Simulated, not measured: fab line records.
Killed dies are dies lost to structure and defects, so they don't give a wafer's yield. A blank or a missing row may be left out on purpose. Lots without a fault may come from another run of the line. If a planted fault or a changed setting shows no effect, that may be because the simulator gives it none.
fab line records    flow rit-cmos
[record] lots = 14  wafers = 42  last-day = 7
route steps=202 shown WELLDRIVE@50 NWELL@51 PWELL@52
lots untouched by any fault: they come from a run of this same line in which no faults occurred
start-h: hours from the record's opening day to when the first of the lot's shown wafers began    wait-h: hours from the lot's prior step to this one    " unchanged from the row above    L1.1+2: several wafers, shown together as one row    - no value present, or no start provided    * or withheld: withheld    < > ~ a bound
route shown NAME@n: names a module that has steps shown in the file, with the first one's number in the route    usual: mean/standard deviation taken from wafers without a fault    same: alike in all rows    chamber/n: place in a boat    sites: the reading at each site    _std_site: standard deviation across them    _edge_site: the outer-site mean with the inner-site mean subtracted    radius-mm: for every site, how far away it sits from the centre of the wafer    mask NAME#n: copy n    behind: the tool/chamber that last shaped the wafer    hold: reason for holding the lot/hours on hold/outcome of the hold    device: which transistor (n, p or np) failed to switch    end of line: tests of these same wafers at the route's end    for a step that has no rows: nothing shown but its recipe    killed: the dies lost at the first sort to structure and to defects; this is not the yield of the wafer    map: per-die view of a wafer (x killed, . not killed, _ where there is no die)
set.NAME: the setting that was run; set.NAME@STEP: the one run at that earlier step    model.NAME: the simulator's own value behind a step, which no gauge read
the route's steps for a sample of lots (tables are steps, rows are wafers)
services: from which hour (start-h, from the record's first day; less than 0 if before it) a tool's chamber was out of use, for how many hours, and why
[[steps]]
[step RIT_WELLDRIVE_ANNEAL_00]
[recipe] temp-c = 1100  time-s = 14700  ambient = N2
[usual] spike-tc-centre-C = 1103.0/1.1  tube-center-temp-C = 1100/0.097  tube_center_temp_C_max = 1102.8/0.42  zone-power-centre-pct = 53/4.9  zone-power-source-pct = 42.4/1.1
lot.wafer  tool        chamber  start-h  wait-h  spike-tc-centre-C  tube-center-temp-C  tube_center_temp_C_max  zone-power-centre-pct  zone-power-source-pct
L289.2     furnace-04  0        23.29    0.0     1103.0             1099.9              1102.6                  59                     43.2
L289.3     "           0        "        "       1103.6             1099.9              1102.7                  58                     43.1
L289.4     "           0        "        "       1101.5             1100.2              1102.4                  58                     42.6
L291.3     furnace-04  0        33.84    0.0     1104.5             1099.9              1103.5                  59                     43.6
L291.4     "           0        "        "       1102.2             1100.1              1102.9                  59                     42.3
L291.6     "           0        "        "       1102.0             1099.9              1102.5                  58                     42.8
L292.1     furnace-03  0        38.45    0.5     1103.2             1100                1102.3                  50                     43.3
L292.2     "           0        "        "       1104.1             1099.8              1102.8                  49                     43.8
L292.3     "           0        "        "       1104.6             1100.2              1102.6                  49                     43.1
L294.1     furnace-04  0        52.05    0.5     1102.9             1099.9              1102.1                  58                     42.8
L294.2     "           0        "        "       1102.9             1100                1102.8                  58                     42.7
L294.3     "           0        "        "       1101.5             1100.1              1102.8                  59                     42.5
L300.2     furnace-01  0        79.31    0.0     1101.8             1100                1103.2                  48                     40.7
L300.3     "           0        "        "       1104.1             1100.1              1103.5                  49                     41.3
L300.4     "           0        "        "       1102.3             1100.1              1103.4                  49                     41.3
L301.1     furnace-04  0        83.13    0.2     1103.8             1100                1103.0                  58                     43.0
L301.4     "           0        "        "       1102.2             1100.2              1104.0                  59                     42.3
L301.6     "           0        "        "       1100.6             1100.1              1102.2                  59                     42.6
L303.1     furnace-01  0        93.29    0.6     1102.7             1100                1102.7                  48                     41.4
L303.4     "           0        "        "       1102.9             1100.1              1102.0                  48                     41.0
L303.5     "           0        "        "       1102.5             1100                1103.0                  48                     41.0
L305.3     furnace-01  0        103.56   0.5     1094.2             1092                1094.6                  48                     40.7
L305.4     "           0        "        "       1093.6             1091.8              1095.2                  47                     40.5
L305.6     "           0        "        "       1094.0             1091.9              1094.8                  48                     39.7
L306.1     furnace-01  0        110.60   0.1     1095.9             1092                1094.6                  48                     40.3
L306.3     "           0        "        "       1095.8             1091.9              1094.9                  48                     40.5
L306.5     "           0        "        "       1094.1             1092                1095.3                  48                     40.0
L307.3     furnace-04  0        114.89   0.0     1104.9             1100                1102.9                  58                     43.2
L307.4     "           0        "        "       1103.4             1099.9              1102.6                  59                     42.6
L307.6     "           0        "        "       1105.0             1099.8              1102.1                  60                     42.5
L309.3     furnace-03  0        124.64   0.0     1103.6             1100.1              1102.7                  49                     43.8
L309.4     "           0        "        "       1102.8             1099.9              1103.8                  49                     43.7
L309.6     "           0        "        "       1104.9             1100                1102.7                  50                     43.0
L310.3     furnace-04  0        128.86   0.8     1102.5             1100.1              1102.5                  59                     42.3
L310.5     "           0        "        "       1103.8             1100                1102.5                  59                     43.1
L310.6     "           0        "        "       1103.2             1100.2              1102.8                  59                     43.0
L311.1     furnace-04  0        133.94   0.6     1100.9             1100.1              1102.6                  59                     42.2
L311.2     "           0        "        "       1104.4             1100                1103.4                  58                     43.4
L311.6     "           0        "        "       1102.0             1100.1              1102.7                  59                     42.7
L312.1     furnace-03  0        140.48   0.1     1105.3             1100                1103.0                  49                     43.6
L312.3     "           0        "        "       1104.7             1100                1102.8                  50                     44.1
L312.4     "           0        "        "       1104.1             1099.9              1103.6                  50                     43.2
[step RIT_WELLDRIVE_RS_MEAS_01]
[recipe] thk-meas-gauge = four-point-probe
[usual] NWELL_RS = 275.3/0.81
lot.wafer  tool           chamber  start-h  wait-h  NWELL_RS[ohm/sq]
L289.2     film-metro-04  -        28.40    0.0     275.7
L289.3     "              -        "        "       275.9
L289.4     "              -        "        "       275.5
L291.3     film-metro-04  -        38.97    0.0     275.2
L291.4     "              -        "        "       274.3
L291.6     "              -        "        "       275.9
L292.1     film-metro-04  -        43.53    0.0     274.6
L292.2     "              -        "        "       273.9
L292.3     "              -        "        "       274.2
L294.1     film-metro-04  -        57.14    0.0     275.6
L294.2     "              -        "        "       274.3
L294.3     "              -        "        "       274.6
L300.2     film-metro-01  -        84.42    0.0     276.4
L300.3     "              -        "        "       276.9
L300.4     "              -        "        "       276.0
L301.1     film-metro-04  -        88.21    0.0     275.9
L301.4     "              -        "        "       276.6
L301.6     "              -        "        "       276.1
L303.1     film-metro-01  -        98.37    0.0     274.6
L303.4     "              -        "        "       274.7
L303.5     "              -        "        "       275.4
L305.3     film-metro-03  -        108.68   0.0     285.9
L305.4     "              -        "        "       285.5
L305.6     "              -        "        "       284.6
L306.1     film-metro-03  -        115.69   0.0     284.0
L306.3     "              -        "        "       284.1
L306.5     "              -        "        "       284.0
L307.3     film-metro-04  -        120.02   0.0     274.5
L307.4     "              -        "        "       274.8
L307.6     "              -        "        "       274.9
L309.3     film-metro-01  -        129.76   0.0     274.7
L309.4     "              -        "        "       275.4
L309.6     "              -        "        "       274.9
L310.3     film-metro-04  -        133.98   0.0     275.5
L310.5     "              -        "        "       276.9
L310.6     "              -        "        "       276.7
L311.1     film-metro-04  -        139.03   0.0     275.1
L311.2     "              -        "        "       276.2
L311.6     "              -        "        "       274.9
L312.1     film-metro-01  -        145.56   0.0     275.6
L312.3     "              -        "        "       276.2
L312.4     "              -        "        "       276.0
[step RIT_WELLDRIVE_RS_MEAS_02]
[recipe] thk-meas-gauge = four-point-probe
[usual] PWELL_RS = 429.5/1.2
lot.wafer  tool           chamber  start-h  wait-h  PWELL_RS[ohm/sq]
L289.2     film-metro-04  -        28.52    0.1     430.8
L289.3     "              -        "        "       429.5
L289.4     "              -        "        "       430.5
L291.3     film-metro-04  -        39.09    0.1     427.0
L291.4     "              -        "        "       428.6
L291.6     "              -        "        "       429.4
L292.1     film-metro-04  -        43.65    0.1     429.8
L292.2     "              -        "        "       429.5
L292.3     "              -        "        "       430.6
L294.1     film-metro-04  -        57.26    0.1     427.3
L294.2     "              -        "        "       428.4
L294.3     "              -        "        "       427.2
L300.2     film-metro-01  -        84.54    0.1     429.9
L300.3     "              -        "        "       430.2
L300.4     "              -        "        "       428.6
L301.1     film-metro-04  -        88.33    0.1     429.5
L301.4     "              -        "        "       430.3
L301.6     "              -        "        "       429.2
L303.1     film-metro-01  -        98.49    0.1     429.0
L303.4     "              -        "        "       429.2
L303.5     "              -        "        "       428.9
L305.3     film-metro-03  -        108.80   0.1     438.2
L305.4     "              -        "        "       438.2
L305.6     "              -        "        "       438.4
L306.1     film-metro-03  -        115.81   0.1     438.0
L306.3     "              -        "        "       438.6
L306.5     "              -        "        "       438.7
L307.3     film-metro-04  -        120.14   0.1     430.0
L307.4     "              -        "        "       428.6
L307.6     "              -        "        "       427.9
L309.3     film-metro-01  -        129.88   0.1     428.1
L309.4     "              -        "        "       428.5
L309.6     "              -        "        "       427.9
L310.3     film-metro-04  -        134.10   0.1     430.2
L310.5     "              -        "        "       429.0
L310.6     "              -        "        "       430.3
L311.1     film-metro-04  -        139.15   0.1     428.8
L311.2     "              -        "        "       430.1
L311.6     "              -        "        "       428.9
L312.1     film-metro-01  -        145.68   0.1     428.7
L312.3     "              -        "        "       428.9
L312.4     "              -        "        "       429.2
[[services]]
tool        chamber  start-h  hours  kind
furnace-04  -        38.93    4.4    pm
furnace-03  -        132.29   3.3    pm
[[key]]
[first-sign] step = RIT_WELLDRIVE_ANNEAL_00  reading = tube-center-temp-C  direction = down  sigmas = 73  usual = *  struck = *
[effect] step = RIT_WELLDRIVE_ANNEAL_00  reading = tube_center_temp_C_max  direction = down  sigmas = 19  usual = *  struck = *
[effect] step = RIT_WELLDRIVE_RS_MEAS_01  reading = NWELL_RS  direction = up  sigmas = 12  usual = 275.3  struck = 284.7
[effect] step = RIT_WELLDRIVE_RS_MEAS_02  reading = PWELL_RS  direction = up  sigmas = 7.5  usual = 429.5  struck = 438.3
met-at RIT_WELLDRIVE_ANNEAL_00
struck-lots L305,L306
tester-left-out L305,L306
onset-between 93.29 103.56
[fault] kind = process-parameter-drift  tool = furnace-01  chamber = -  onset-h = 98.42  steps = RIT_WELLDRIVE_ANNEAL_00  channel = temp-c  offset = *  shape = step  end-h = 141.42  acts-in = *  stated = *
// tester-left-out: of these lots the tester's yield and bins aren't shown, on N5 and GAA mostly nor the transistor test; their killed dies are dies lost to structure and defects alone, not to doping, threshold or leakage, so they don't give the yield
